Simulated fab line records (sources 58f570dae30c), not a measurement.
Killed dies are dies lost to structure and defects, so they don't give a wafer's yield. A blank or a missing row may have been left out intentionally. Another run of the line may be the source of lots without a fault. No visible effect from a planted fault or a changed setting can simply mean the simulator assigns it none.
A single fault, viewed from 2 desks ; flow berkeleyCmos170 ; what lay behind the numbers comes last; until then each desk has only its own

METROLOGY DESK
What the gauges read, lot by lot, whatever tool the lot ran on: means of the sampled wafers that have a number. Marked OUT: a lot whose mean sits more than 4 standard deviations from the usual mean, which makes it out of limits; the brackets give that distance.
Columns: A = cdNm at UCB170_CONTACT_CD_MEAS_15, usual 699.6 nm; B = cdNm at UCB170_M2_CD_MEAS_90, usual 700.3 nm
lot;first seen here;A;B
L612;day 8 03:28;698.9;698.4
L611;day 8 03:51;701.4;701.7
L613;day 9 01:07;700.6;702.2
L615;day 9 04:43;699.9;699.1
L618;day 9 11:49;699.7;699.9
L616;day 9 13:29;699.8;700.4
L619;day 10 22:11;700.2;696.7
L621;day 10 23:31;699.5;705.3
L626;day 12 04:25;697.4;706.2
L628;day 12 14:23;698.9;715.4 (+5.8) OUT
L633;day 13 13:49;702.1;702.3
L632;day 13 16:07;699.6;697.5
L634;day 13 23:12;699.0;703.6
L629;day 13 23:34;698.1;698.3
Finding of this desk: L628 out of limits; the first was L628 at day 12 23:24, on cdNm at UCB170_M2_CD_MEAS_90. L612, L611, L613, L615, L618, L616, L619, L621, L626, L633, L632, L634, L629 stayed within limits.

AT THE TOOL OWNER'S DESK: rieMetal-01
The tool's own readings at UCB170_M2_METAL_ETCH_18 (etches Al in Cl2/BCl3, stops on SiO2, target depth 1170 nm, time 195 s): means of the sampled wafers that have a number, for each lot that ran on this tool. Marked OUT: a lot whose mean sits more than 4 standard deviations from the usual mean, which makes it out of limits; the brackets give that distance.
Columns: A = chamberPressureMTorr at UCB170_M2_METAL_ETCH_18, usual 12.000 mTorr; B = drypumpMotorCurrentA at UCB170_M2_METAL_ETCH_18, usual 5.3 A; C = oesProductAu at UCB170_M2_METAL_ETCH_18, usual 0.851 a.u.; D = rfFwdPowerW at UCB170_M2_METAL_ETCH_18, usual 598.0 W; E = throttleValvePct at UCB170_M2_METAL_ETCH_18, usual 24.46 %
lot;first seen here;A;B;C;D;E
L611;day 8 15:15;12.005;5.2;0.840;598.2;24.51
L613;day 9 11:43;11.998;5.1;0.846;598.5;24.45
L618;day 9 20:22;11.999;5.3;0.850;597.5;24.59
L626;day 12 13:56;12.007;5.2;0.817;518.7 (-44) OUT;24.54
L628;day 12 23:07;11.989;5.3;0.804;436.7 (-90) OUT;24.61
Finding of this desk: L626, L628 out of limits; the first was L626 at day 12 13:56, on rfFwdPowerW at UCB170_M2_METAL_ETCH_18. L611, L613, L618 stayed within limits.

ALL TOGETHER
On L626, L628, at day 12 13:56, an alarm was possible from the tool owner's desk.
The metrology desk could have raised an alarm at day 12 23:24, on L628.
The metrology desk holds a record of L626, inside its limits.
All the named lots went through UCB170_M2_METAL_ETCH_18 on rieMetal-01.

WHAT THE SIMULATOR HAD PUT IN
rieMetal-01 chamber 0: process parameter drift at UCB170_M2_METAL_ETCH_18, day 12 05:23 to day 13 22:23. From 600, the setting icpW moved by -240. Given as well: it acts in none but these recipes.
Lots struck among those shown: L626, L628.
Time in hours from fault onset to the first out-of-limits reading at each desk: tool owner's desk 9, metrology desk 18.
